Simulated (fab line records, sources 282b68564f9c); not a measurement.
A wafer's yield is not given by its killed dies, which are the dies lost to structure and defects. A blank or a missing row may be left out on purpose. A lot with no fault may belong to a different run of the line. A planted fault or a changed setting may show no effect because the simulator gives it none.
Lot-split experiment || flow rit_cmos || on a route of 202 steps: 5 lots, 23 wafers read

== SPLIT DETAILS ==
At RIT_PLDD_IMPLANT_08, the setting dose_cm2 was moved away from the recipe's 9e+14 on 6 of the 23 wafers read, by -4.0% to +4.2%. The other wafers ran this setting at the recipe's value.

== FROM THE SPLIT TO THE READING: what the file shows between them, 10 steps ==
- RIT_SPACER_CVD_03: deposits Si3N4 from SiH2Cl2/NH3, target thk 250 nm, time 3300 s (also split here: sih2cl2_flow_sccm)
- RIT_SPACER_THK_MEAS_04
- RIT_SPACER_ETCHBACK_05: etches Si3N4 in SF6/CHF3, stops on SiO2, target depth 250 nm, time 240 s
- RIT_PSD_COAT_01: resist thk 1000 nm (also split here: resist_thk_nm)
- RIT_PSD_SOFTBAKE_02: time 60 s
- RIT_PSD_EXPOSE_03: exposes mask M10, target cd 40900 nm
- RIT_PSD_DEVELOP_05: develop time 50 s
- RIT_PSD_HARDBAKE_07: time 60 s
- RIT_SDANNEAL_CLEAN_02: cleans in SC2, time 600 s (also split here: time_s)
- RIT_SDANNEAL_RTA_03: time 5 s

== THE READING ==
PLDD_RS (ohm/sq), read at RIT_SDANNEAL_RS_MEAS_06 with a four-point probe. Typical for fault-free wafers on this fab line: 178.7 ohm/sq, with standard deviation 0.55 ohm/sq.

{"wafer": "L074.2", "tool, chamber at the split": "implanter-04, 0", "dose_cm2 as run": 9e+14, "against the recipe": "recipe", "PLDD_RS, ohm/sq": 178.4, "against lot-mates on the recipe": "-"}
{"wafer": "L074.3", "tool, chamber at the split": "implanter-04, 0", "dose_cm2 as run": 9.375e+14, "against the recipe": "+4.2%", "PLDD_RS, ohm/sq": 175.1, "against lot-mates on the recipe": -3.5}
{"wafer": "L074.4", "tool, chamber at the split": "implanter-04, 0", "dose_cm2 as run": 9e+14, "against the recipe": "recipe", "PLDD_RS, ohm/sq": 179.0, "against lot-mates on the recipe": "-"}
{"wafer": "L074.5", "tool, chamber at the split": "implanter-04, 0", "dose_cm2 as run": 9e+14, "against the recipe": "recipe", "PLDD_RS, ohm/sq": 178.3, "against lot-mates on the recipe": "-"}
{"wafer": "L074.6", "tool, chamber at the split": "implanter-04, 0", "dose_cm2 as run": 9.375e+14, "against the recipe": "+4.2%", "PLDD_RS, ohm/sq": 175.1, "against lot-mates on the recipe": -3.5}
{"wafer": "L076.2", "tool, chamber at the split": "implanter-04, 0", "dose_cm2 as run": 9e+14, "against the recipe": "recipe", "PLDD_RS, ohm/sq": 177.8, "against lot-mates on the recipe": "-"}
{"wafer": "L076.5", "tool, chamber at the split": "implanter-04, 0", "dose_cm2 as run": 9e+14, "against the recipe": "recipe", "PLDD_RS, ohm/sq": 178.0, "against lot-mates on the recipe": "-"}
{"wafer": "L076.6", "tool, chamber at the split": "implanter-04, 0", "dose_cm2 as run": 9e+14, "against the recipe": "recipe", "PLDD_RS, ohm/sq": 177.6, "against lot-mates on the recipe": "-"}
{"wafer": "L080.1", "tool, chamber at the split": "implanter-04, 0", "dose_cm2 as run": 9e+14, "against the recipe": "recipe", "PLDD_RS, ohm/sq": 178.1, "against lot-mates on the recipe": "-"}
{"wafer": "L080.3", "tool, chamber at the split": "implanter-04, 0", "dose_cm2 as run": 9e+14, "against the recipe": "recipe", "PLDD_RS, ohm/sq": 178.1, "against lot-mates on the recipe": "-"}
{"wafer": "L080.4", "tool, chamber at the split": "implanter-04, 0", "dose_cm2 as run": 9e+14, "against the recipe": "recipe", "PLDD_RS, ohm/sq": 178.4, "against lot-mates on the recipe": "-"}
{"wafer": "L080.5", "tool, chamber at the split": "implanter-04, 0", "dose_cm2 as run": 8.642e+14, "against the recipe": "-4.0%", "PLDD_RS, ohm/sq": 182.4, "against lot-mates on the recipe": "+4.2"}
{"wafer": "L080.6", "tool, chamber at the split": "implanter-04, 0", "dose_cm2 as run": 8.642e+14, "against the recipe": "-4.0%", "PLDD_RS, ohm/sq": 182.4, "against lot-mates on the recipe": "+4.2"}
{"wafer": "L081.1", "tool, chamber at the split": "implanter-04, 0", "dose_cm2 as run": 9e+14, "against the recipe": "recipe", "PLDD_RS, ohm/sq": 177.8, "against lot-mates on the recipe": "-"}
{"wafer": "L081.2", "tool, chamber at the split": "implanter-04, 0", "dose_cm2 as run": 9e+14, "against the recipe": "recipe", "PLDD_RS, ohm/sq": 178.3, "against lot-mates on the recipe": "-"}
{"wafer": "L081.4", "tool, chamber at the split": "implanter-04, 0", "dose_cm2 as run": 9e+14, "against the recipe": "recipe", "PLDD_RS, ohm/sq": 178.3, "against lot-mates on the recipe": "-"}
{"wafer": "L081.5", "tool, chamber at the split": "implanter-04, 0", "dose_cm2 as run": 9e+14, "against the recipe": "recipe", "PLDD_RS, ohm/sq": 178.2, "against lot-mates on the recipe": "-"}
{"wafer": "L081.6", "tool, chamber at the split": "implanter-04, 0", "dose_cm2 as run": 9e+14, "against the recipe": "recipe", "PLDD_RS, ohm/sq": 177.9, "against lot-mates on the recipe": "-"}
{"wafer": "L084.2", "tool, chamber at the split": "implanter-04, 0", "dose_cm2 as run": 9.313e+14, "against the recipe": "+3.5%", "PLDD_RS, ohm/sq": 176.6, "against lot-mates on the recipe": -2.2}
{"wafer": "L084.3", "tool, chamber at the split": "implanter-04, 0", "dose_cm2 as run": 9e+14, "against the recipe": "recipe", "PLDD_RS, ohm/sq": 178.9, "against lot-mates on the recipe": "-"}
{"wafer": "L084.4", "tool, chamber at the split": "implanter-04, 0", "dose_cm2 as run": 9e+14, "against the recipe": "recipe", "PLDD_RS, ohm/sq": 178.8, "against lot-mates on the recipe": "-"}
{"wafer": "L084.5", "tool, chamber at the split": "implanter-04, 0", "dose_cm2 as run": 9e+14, "against the recipe": "recipe", "PLDD_RS, ohm/sq": 178.7, "against lot-mates on the recipe": "-"}
{"wafer": "L084.6", "tool, chamber at the split": "implanter-04, 0", "dose_cm2 as run": 9.313e+14, "against the recipe": "+3.5%", "PLDD_RS, ohm/sq": 176.3, "against lot-mates on the recipe": -2.5}

FIT RESULTS
A straight line over all 23 wafers: PLDD_RS changes by -0.809 ohm/sq for each +1% of dose_cm2; r = -0.95; the points scatter about the line by 0.52 ohm/sq.
The same after taking each lot's own level away (the mean of its wafers on the recipe; 23 wafers): -0.88 ohm/sq for each +1%; r = -0.98; scatter 0.33 ohm/sq.
According to that fit, moving dose_cm2 by its largest amount changes the reading by 3.7 ohm/sq.
Measured against the standard deviation above, the lots' own levels, which go from 177.80 to 178.80 ohm/sq, span 1.8 times it.
The two slopes agree, so the slope changes little with the lot-to-lot level.
Check: for one of the wafers moved furthest among these (+4.2%), held out of the fit, the line's prediction against its lot-mates is -3.54 ohm/sq. It came out at -3.47 ohm/sq against them.

== ADDITIONAL SPLITS CARRIED BY THESE WAFERS ==
Before the reading, these wafers also passed through other splits. Each is held against what the fit with the lots' levels taken away leaves over:
{"other split on the same wafers": "RIT_ACTIVE_COAT_06 resist_thk_nm", "wafers away from the commonest value": 6, "r with PLDD_RS (lot level and that fit taken away)": -0.11}
{"other split on the same wafers": "RIT_FOX1_OXIDATION_00 ox_time_s", "wafers away from the commonest value": 15, "r with PLDD_RS (lot level and that fit taken away)": -0.24}
{"other split on the same wafers": "RIT_NWELL_COAT_01 resist_thk_nm", "wafers away from the commonest value": 7, "r with PLDD_RS (lot level and that fit taken away)": -0.23}
{"other split on the same wafers": "RIT_NWELL_IMPLANT_08 energy_kev", "wafers away from the commonest value": 7, "r with PLDD_RS (lot level and that fit taken away)": "+0.16"}
{"other split on the same wafers": "RIT_PWELL_IMPLANT_08 dose_cm2", "wafers away from the commonest value": 6, "r with PLDD_RS (lot level and that fit taken away)": -0.13}
{"other split on the same wafers": "RIT_GATE_CVD_08 pressure_mtorr", "wafers away from the commonest value": 18, "r with PLDD_RS (lot level and that fit taken away)": -0.15}
{"other split on the same wafers": "RIT_GATE_EXPOSE_13 dose_mj", "wafers away from the commonest value": 6, "r with PLDD_RS (lot level and that fit taken away)": -0.31}
{"other split on the same wafers": "RIT_GATE_ETCH_19 time_s", "wafers away from the commonest value": 10, "r with PLDD_RS (lot level and that fit taken away)": "+0.38"}
{"other split on the same wafers": "RIT_SPACER_CVD_03 sih2cl2_flow_sccm", "wafers away from the commonest value": 18, "r with PLDD_RS (lot level and that fit taken away)": -0.01}
{"other split on the same wafers": "RIT_PSD_COAT_01 resist_thk_nm", "wafers away from the commonest value": 4, "r with PLDD_RS (lot level and that fit taken away)": "+0.25"}
{"other split on the same wafers": "RIT_SDANNEAL_CLEAN_02 time_s", "wafers away from the commonest value": 15, "r with PLDD_RS (lot level and that fit taken away)": "+0.12"}

== THE FILE'S OWN FIT ==
PLDD_RS changes by -0.871 ohm/sq for each +1% of dose_cm2, r = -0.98.
